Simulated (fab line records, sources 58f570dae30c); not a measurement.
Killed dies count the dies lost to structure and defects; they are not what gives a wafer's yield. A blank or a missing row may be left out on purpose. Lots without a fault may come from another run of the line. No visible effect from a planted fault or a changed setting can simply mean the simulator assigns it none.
The tool behind it: which one? || flow berkeley-cmos170 || 10 lots, 30 wafers sampled, at 2 steps of a route of 331

== WHAT THE GAUGES READ, wafer by wafer ==
UCB170_PVT_OVL_MEAS_06. Usual: for PVT_OVL the level is -5 nm and the standard deviation is 5.7.
{"lot": "L111", "measured": "day 5 15:13", "on": "overlay-01", "PVT_OVL (nm)": "-12 -3 -4", "flag": ""}
{"lot": "L112", "measured": "day 5 15:19", "on": "overlay-02", "PVT_OVL (nm)": "-10 -9 -12", "flag": ""}
{"lot": "L113", "measured": "day 5 22:05", "on": "overlay-02", "PVT_OVL (nm)": "2 2 -1", "flag": ""}
{"lot": "L114", "measured": "day 6 02:34", "on": "overlay-02", "PVT_OVL (nm)": "915 906 916 912 905 913", "flag": "OFF"}
{"lot": "L116", "measured": "day 6 13:45", "on": "overlay-02", "PVT_OVL (nm)": "912 904 905 910 902 903", "flag": "OFF"}
{"lot": "L115", "measured": "day 6 14:17", "on": "overlay-01", "PVT_OVL (nm)": "915 909 918 913 908 916", "flag": "OFF"}
{"lot": "L117", "measured": "day 6 18:35", "on": "overlay-01", "PVT_OVL (nm)": "902 911 907 900 907 906", "flag": "OFF"}
{"lot": "L131", "measured": "day 9 20:58", "on": "overlay-02", "PVT_OVL (nm)": "-13 -4 -6", "flag": ""}
{"lot": "L130", "measured": "day 9 21:05", "on": "overlay-01", "PVT_OVL (nm)": "-9 -15 -14", "flag": ""}
{"lot": "L132", "measured": "day 10 01:44", "on": "overlay-01", "PVT_OVL (nm)": "-8 -2 -1", "flag": ""}

== WHICH TOOL RAN EACH LOT (tool, then ch and the chambers of the sampled wafers, then the start) ==
{"lot": "L111", "UCB170_PVT_EXPOSE_03": "krf-scanner-02 ch 0, day 5 14:34"}
{"lot": "L112", "UCB170_PVT_EXPOSE_03": "krf-scanner-02 ch 0, day 5 14:44"}
{"lot": "L113", "UCB170_PVT_EXPOSE_03": "krf-scanner-02 ch 0, day 5 21:41"}
{"lot": "L114", "UCB170_PVT_EXPOSE_03": "krf-scanner-02 ch 0, day 6 02:10"}
{"lot": "L116", "UCB170_PVT_EXPOSE_03": "krf-scanner-02 ch 0, day 6 12:46"}
{"lot": "L115", "UCB170_PVT_EXPOSE_03": "krf-scanner-02 ch 0, day 6 13:11"}
{"lot": "L117", "UCB170_PVT_EXPOSE_03": "krf-scanner-02 ch 0, day 6 18:12"}
{"lot": "L131", "UCB170_PVT_EXPOSE_03": "krf-scanner-01 ch 0, day 9 20:35"}
{"lot": "L130", "UCB170_PVT_EXPOSE_03": "krf-scanner-01 ch 0, day 9 20:41"}
{"lot": "L132", "UCB170_PVT_EXPOSE_03": "krf-scanner-01 ch 0, day 10 01:08"}
- UCB170_PVT_EXPOSE_03: exposes mask NWELL, target cd 3000 nm.

== AS READ BY THE TOOLS THEMSELVES (means over the sampled wafers that have a number; for cases with no such wafer, the mark the record gives instead) ==
UCB170_PVT_EXPOSE_03. Usual: reticle-temp-C at 23.00 C, with a standard deviation of 0.11.
{"lot": "L111", "tool": "krf-scanner-02", "reticle-temp-C (C)": 22.96, "flag": ""}
{"lot": "L112", "tool": "krf-scanner-02", "reticle-temp-C (C)": 23.05, "flag": ""}
{"lot": "L113", "tool": "krf-scanner-02", "reticle-temp-C (C)": 22.92, "flag": ""}
{"lot": "L114", "tool": "krf-scanner-02", "reticle-temp-C (C)": 22.96, "flag": ""}
{"lot": "L116", "tool": "krf-scanner-02", "reticle-temp-C (C)": 23.13, "flag": ""}
{"lot": "L115", "tool": "krf-scanner-02", "reticle-temp-C (C)": 22.93, "flag": ""}
{"lot": "L117", "tool": "krf-scanner-02", "reticle-temp-C (C)": 23.05, "flag": ""}
{"lot": "L131", "tool": "krf-scanner-01", "reticle-temp-C (C)": 22.94, "flag": ""}
{"lot": "L130", "tool": "krf-scanner-01", "reticle-temp-C (C)": 22.98, "flag": ""}
{"lot": "L132", "tool": "krf-scanner-01", "reticle-temp-C (C)": 23.07, "flag": ""}

== THE ANSWER, worked out from the rows above alone ==
Rule: lot off if the mean of its wafers having a number is beyond 3 standard deviations from the usual mean. A lot without any number at a reading at which 4 lots or more have one is off too. All remaining lots with rows at the step are treated as sound. First the gauges in route order, then the tools' own readings, where a lot's mean is used as printed above. At the first step where some lot is off, the reading lying furthest off is the one used; lots without a number count as furthest.
Off: L114, L116, L115, L117, at UCB170_PVT_OVL_MEAS_06 (PVT_OVL).
A tool fits if, at a process step before that reading, it ran every lot that is off, and no sound lot after the first of them. Those tools and the gauges at UCB170_PVT_OVL_MEAS_06 are tried in the same way. One fits: krf-scanner-02 at UCB170_PVT_EXPOSE_03. A fault onset in the window from L113 (day 5 21:41, its last sound lot) to L114 (day 6 02:10, its first lot off) fits.

== WHAT THE SIMULATOR HAD PUT IN ==
Scanner matching overlay: krf-scanner-02, from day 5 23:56 on, at UCB170_PVT_EXPOSE_03. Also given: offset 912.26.
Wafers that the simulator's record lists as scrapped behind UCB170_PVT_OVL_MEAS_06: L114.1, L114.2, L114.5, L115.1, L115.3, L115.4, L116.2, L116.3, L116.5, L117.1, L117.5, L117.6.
Shown lots that were struck: L114, L116, L115, L117. Same finding as the rule above.
